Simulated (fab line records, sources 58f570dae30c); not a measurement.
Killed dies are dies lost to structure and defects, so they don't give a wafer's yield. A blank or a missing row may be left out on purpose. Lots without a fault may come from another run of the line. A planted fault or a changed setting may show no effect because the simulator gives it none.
Split-lot experiment | flow berkeley_cmos170 | 5 lots, 23 wafers read, on a route of 331 steps

THE SPLIT
At UCB170_NWELL_CVD_04 (deposits Si3N4 from SiH2Cl2/NH3, target thk 224 nm, time 3360 s), the setting sih2cl2_flow_sccm was moved away from the recipe's 25 sccm on 20 of the 23 wafers read, by -12.7% to +8.4%. The other wafers ran this setting at the recipe's value.

The reading is taken at the split's own step.

THE READING
Si3N4_of_NWELL_CVD_04.thk_nm (the simulator's own value, which no gauge read), in nm, at UCB170_NWELL_CVD_04 (deposits Si3N4 from SiH2Cl2/NH3, target thk 224 nm, time 3360 s). The file gives no usual value for it. The 3 wafers here that ran the recipe average 225.4 nm, standard deviation 0.51 nm.

wafer  | tool, chamber at the split | sih2cl2_flow_sccm as run, sccm | against the recipe | Si3N4_of_NWELL_CVD_04.thk_nm, nm | against lot-mates on the recipe
L074.2 | -, -                       | 26.66                          | +6.6%              | 229.8                            | no lot-mate on the recipe
L074.3 | -, -                       | 26.66                          | +6.6%              | 227.6                            | no lot-mate on the recipe
L074.4 | -, -                       | 26.66                          | +6.6%              | 227                              | no lot-mate on the recipe
L074.5 | -, -                       | 26.66                          | +6.6%              | 227.3                            | no lot-mate on the recipe
L074.6 | -, -                       | 26.66                          | +6.6%              | 227.1                            | no lot-mate on the recipe
L076.1 | -, -                       | 21.82                          | -12.7%             | 219.3                            | no lot-mate on the recipe
L076.3 | -, -                       | 21.82                          | -12.7%             | 219.3                            | no lot-mate on the recipe
L076.2 | -, -                       | 21.82                          | -12.7%             | 218                              | no lot-mate on the recipe
L076.4 | -, -                       | 21.82                          | -12.7%             | 219.8                            | no lot-mate on the recipe
L076.5 | -, -                       | 21.82                          | -12.7%             | 217.8                            | no lot-mate on the recipe
L078.1 | -, -                       | 26.72                          | +6.9%              | 232.1                            | no lot-mate on the recipe
L078.3 | -, -                       | 26.72                          | +6.9%              | 232.5                            | no lot-mate on the recipe
L078.4 | -, -                       | 26.72                          | +6.9%              | 230.6                            | no lot-mate on the recipe
L078.5 | -, -                       | 26.72                          | +6.9%              | 231.2                            | no lot-mate on the recipe
L078.6 | -, -                       | 26.72                          | +6.9%              | 231.9                            | no lot-mate on the recipe
L079.3 | lpcvd-02, 1                | 25                             | recipe             | 225.9                            | -
L079.4 | lpcvd-02, 1                | 25                             | recipe             | 224.7                            | -
L079.6 | lpcvd-02, 1                | 25                             | recipe             | 225.6                            | -
L084.2 | -, -                       | 27.11                          | +8.4%              | 230.7                            | no lot-mate on the recipe
L084.3 | -, -                       | 27.11                          | +8.4%              | 230.5                            | no lot-mate on the recipe
L084.4 | -, -                       | 27.11                          | +8.4%              | 231.1                            | no lot-mate on the recipe
L084.5 | -, -                       | 27.11                          | +8.4%              | 230.2                            | no lot-mate on the recipe
L084.6 | -, -                       | 27.11                          | +8.4%              | 228.7                            | no lot-mate on the recipe

THE FIT
A straight line over all 23 wafers: Si3N4_of_NWELL_CVD_04.thk_nm changes by +0.553 nm for each +1% of sih2cl2_flow_sccm; r = +0.95; the points scatter about the line by 1.6 nm.
Too few moved wafers have a lot-mate on the recipe to fit a line with each lot's own level taken away.

THE FILE'S OWN FIT
Si3N4_of_NWELL_CVD_04.thk_nm changes by +0.553 nm for each +1% of sih2cl2_flow_sccm, r = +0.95.
